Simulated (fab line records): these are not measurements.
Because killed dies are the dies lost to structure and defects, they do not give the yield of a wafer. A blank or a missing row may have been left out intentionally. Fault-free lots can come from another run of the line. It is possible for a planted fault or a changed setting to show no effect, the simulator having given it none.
A single fault, viewed from 2 desks / flow berkeley cmos170 / only its own numbers are on each desk; what lay behind them is given at the end

FOR THE TOOL OWNER'S DESK: rie diel-01
The tool's own readings at UCB170_V2_ETCH_14 (etches SiO2 in CHF3/CF4/Ar, stops on Al, target depth 1250 nm, time 291 s): means of the sampled wafers that have a number, for each lot that ran on this tool. The brackets show how far a lot's mean lies from the usual mean; more than 4 standard deviations puts the lot out of limits, marked OUT.
Columns: A = chamber pressure mTorr at UCB170_V2_ETCH_14, usual 200.00 mTorr; B = drypump motor current A at UCB170_V2_ETCH_14, usual 5.6 A; C = oes product au at UCB170_V2_ETCH_14, usual 0.877 a.u.; D = throttle valve pct at UCB170_V2_ETCH_14, usual 6.88 %
lot=L461; first seen here=day 7 13:08; A=199.97; B=6.1; C=0.890; D=7.14
lot=L470; first seen here=day 9 20:02; A=199.95; B=6.1; C=0.912; D=7.13
lot=L472; first seen here=day 10 05:05; A=199.87; B=5.7; C=0.893; D=7.04
This desk found nothing out of limits on any of the 3 lots.

THE METROLOGY DESK
What the gauges read, lot by lot, whatever tool the lot ran on: means of the sampled wafers that have a number. The brackets show how far a lot's mean lies from the usual mean; more than 4 standard deviations puts the lot out of limits, marked OUT.
Columns: A = V2_BOW at UCB170_V2_BOW_MEAS_03, usual 38 um; B = V2_POLISHED_THK at UCB170_V2_THK_MEAS_04, usual 1000.7 nm; C = cd nm at UCB170_V2_CD_MEAS_12, usual 699.4 nm; D = V2_OVL at UCB170_V2_OVL_MEAS_13, usual -1 nm; E = cd nm at UCB170_V2_CD_MEAS_90, usual 699.3 nm
lot=L461; first seen here=day 7 10:40; A=41; B=999.2; C=698.5; D=-1; E=698.4
lot=L470; first seen here=day 9 18:35; A=38; B=999.5; C=700.0; D=6; E=698.5
lot=L472; first seen here=day 10 01:01; A=36; B=1000.4; C=698.1; D=-3; E=697.8
lot=L475; first seen here=day 11 00:08; A=44; B=1002.4; C=701.2; D=1; E=701.0
lot=L476; first seen here=day 11 03:50; A=41; B=1001.3; C=700.1; D=-1; E=700.0
lot=L482; first seen here=day 11 20:32; A=35; B=1000.2; C=699.3; D=-4; E=699.9
This desk found nothing out of limits on any of the 6 lots.

ALL TOGETHER
The tool owner's desk saw nothing out of limits.
Metrology desk: nothing out of limits seen.

WHAT HAD BEEN PUT IN BY THE SIMULATOR
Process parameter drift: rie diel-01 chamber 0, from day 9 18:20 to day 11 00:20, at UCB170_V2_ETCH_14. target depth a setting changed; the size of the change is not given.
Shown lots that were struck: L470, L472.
